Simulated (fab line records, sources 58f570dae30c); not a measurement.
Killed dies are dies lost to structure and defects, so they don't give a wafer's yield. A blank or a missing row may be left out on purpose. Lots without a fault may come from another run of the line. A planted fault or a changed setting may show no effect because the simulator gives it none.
A struck lot beside a sound one | flow berkeley_cmos170 | 14 steps out of a route of 331
Sound: wafers L670.2, L670.3, L670.6. Struck: wafers L672.3, L672.4, L672.6. The cause comes at the end.
At each step with rows: each side's tool, then ch and its chambers, then its first start. Under that, the readings that differ: sound wafers | struck wafers | difference of the means | sigmas: that difference in standard deviations of wafers without a fault.
alike: readings whose means differ by less than 2 such deviations, and words and numbers that are the same on both sides. not compared: withheld readings, readings that some wafer has no value for, bounds like >300 that may hide the same value, and numbers for which the record gives no deviation and whose values overlap.
The two part at a step that has a row with sigmas, a row that says differs or no value, or rows on one side only. Numbers that don't overlap but have no deviation are shown without sigmas and don't part them. A reading that every wafer of one side lacks parts them only if that side has two wafers or more.

first, 1 step without rows for these wafers: UCB170_START_OXIDATION_02 (target thk 20 nm, ox time 1800 s).
UCB170_START_THK_MEAS_03:
  sound on film_metro-04, day 3 19:51; struck on film_metro-01, day 4 13:07
  alike: START_OXIDE_THK
then, 7 steps without rows for these wafers: UCB170_START_ANNEAL_04 (time 1200 s); UCB170_ZERO_HMDS_00 (prime time 60 s); UCB170_ZERO_COAT_01 (resist thk 900 nm); UCB170_ZERO_SOFTBAKE_02 (time 60 s); UCB170_ZERO_EXPOSE_03 (exposes mask PM MARKS, target cd 4000 nm); UCB170_ZERO_PEB_04; UCB170_ZERO_DEVELOP_05 (develop time 45 s).
UCB170_ZERO_ETCH_06: etches SiO2 in CHF3/CF4/Ar, time 12 s.
  sound on rie_diel-02 ch 0,1,2, day 4 02:34; struck on rie_diel-01 ch 0,1,3, day 4 22:17
  alike: drypump_motor_current_A, oes_product_au, throttle_valve_pct
  not compared: rf_hours_counter_h
UCB170_ZERO_STRIP_07: strips in O2.
  sound on plasma_asher-01 ch 0,1, day 4 02:35; struck on plasma_asher-01 ch 0,1, day 4 22:20
  alike: drypump_motor_current_A, oes_product_au, strip_time_to_endpoint_s
  not compared: rf_hours_counter_h
then, 1 step without rows for these wafers: UCB170_NWELL_WET_ETCH_00 (etches SiO2 in dHF, time 200 s).
UCB170_NWELL_OXIDATION_01: target thk 26.4 nm, ox time 1260 s.
  sound on furnace-01 ch 0, day 4 04:54; struck on furnace-02, day 5 02:25
  no value came back on the struck wafers for ox_temp_c (C), ox_temp_c_max; on the sound wafers ox_temp_c (C) reads 999.6 999.8 999.6
then, 1 step without rows for these wafers: UCB170_NWELL_ANNEAL_03 (time 900 s).

WHERE THEY PART
Only at UCB170_NWELL_OXIDATION_01, within this record.

WHY: what the simulator had put in
Skipped step whole: furnace-02, from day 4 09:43 on, at UCB170_NWELL_OXIDATION_01. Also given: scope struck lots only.
